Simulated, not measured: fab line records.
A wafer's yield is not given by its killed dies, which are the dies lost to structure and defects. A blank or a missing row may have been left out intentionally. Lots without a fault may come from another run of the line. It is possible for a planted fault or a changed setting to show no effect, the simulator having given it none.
One fault seen from 2 desks :: flow rit-cmos :: only its own numbers are on each desk; what lay behind them is given at the end

== TOOL OWNER'S DESK, rie-si-02 ==
The tool's own readings at RIT_GATE_ETCH_19 (etches poly-Si in SF6/CHF3/O2, stops on SiO2, time 165 s, target depth 312.5 nm): means of the sampled wafers that have a number, for each lot that ran on this tool. A lot is out of limits, marked OUT, if its mean lies more than 4 standard deviations from the usual mean; the brackets give that distance.
Columns: A = O2_flow_sccm at RIT_GATE_ETCH_19, usual 5.000 sccm; B = drypump-motor-current-A at RIT_GATE_ETCH_19, usual 5.54 A; C = oes-product-au at RIT_GATE_ETCH_19, usual 0.849 a.u.; D = throttle-valve-pct at RIT_GATE_ETCH_19, usual 10.24 %
lot: L598
first seen here: day 3 18:58
A: 5.002
B: 5.58
C: 0.844
D: 10.22

lot: L600
first seen here: day 4 02:04
A: 5.004
B: 5.39
C: 0.864
D: 10.20

lot: L602
first seen here: day 4 17:01
A: 4.994
B: 5.51
C: 0.848
D: 10.21

lot: L604
first seen here: day 5 00:17
A: 5.001
B: 5.69
C: 0.860
D: 10.19

lot: L608
first seen here: day 6 04:59
A: 5.002
B: 5.47
C: 0.854
D: 10.22

lot: L612
first seen here: day 7 14:13
A: 5.003
B: 5.52
C: 0.862
D: 10.22

lot: L614
first seen here: day 7 17:40
A: 5.000
B: 5.47
C: 0.855
D: 10.19
This desk's finding: nothing out of limits on any of the 7 lots.

== AT THE METROLOGY DESK ==
Lot by lot, what the gauges showed, no matter which tool ran the lot: averages of those sampled wafers that carry a number. A lot is out of limits, marked OUT, if its mean lies more than 4 standard deviations from the usual mean; the brackets give that distance.
Columns: A = NWELL_TW at RIT_NWELL_TW_MEAS_10, usual 2150; B = FIELD_OXIDE_LEFT_2_THK at RIT_FOX2_THK_MEAS_91, usual 258 nm; C = cd-nm at RIT_M1_CD_MEAS_09, usual 2599.7 nm
lot: L593
first seen here: day 1 23:05
A: 2134
B: 254
C: 2599.8

lot: L597
first seen here: day 2 17:47
A: 2148
B: 259
C: 2598.9

lot: L598
first seen here: day 3 01:59
A: 2159
B: 256
C: 2597.2

lot: L599
first seen here: day 3 06:05
A: 2151
B: 261
C: 2596.2

lot: L600
first seen here: day 3 08:55
A: 2144
B: 261
C: 2599.8

lot: L601
first seen here: day 3 14:38
A: 2122
B: 260
C: 2596.3

lot: L602
first seen here: day 3 19:44
A: 2113
B: 265
C: 2601.3

lot: L604
first seen here: day 4 04:03
A: 2186
B: 262
C: 2597.0

lot: L605
first seen here: day 4 16:06
A: 2136
B: 252
C: 2600.7

lot: L608
first seen here: day 5 02:52
A: 2121
B: 265
C: 2596.3

lot: L612
first seen here: day 6 05:51
A: 2136
B: 257
C: 2598.1

lot: L614
first seen here: day 6 22:35
A: 2136
B: 258
C: 2598.8

lot: L615
first seen here: day 7 06:53
A: 2200
B: 253
C: 2602.3

lot: L616
first seen here: day 7 07:19
A: 2112
B: 263
C: 2600.0
This desk's finding: nothing out of limits on any of the 14 lots.

== TAKEN TOGETHER ==
The desk of the tool owner found nothing out of limits.
At the metrology desk, nothing out of limits was observed.

== WHAT HAD BEEN PUT IN BY THE SIMULATOR ==
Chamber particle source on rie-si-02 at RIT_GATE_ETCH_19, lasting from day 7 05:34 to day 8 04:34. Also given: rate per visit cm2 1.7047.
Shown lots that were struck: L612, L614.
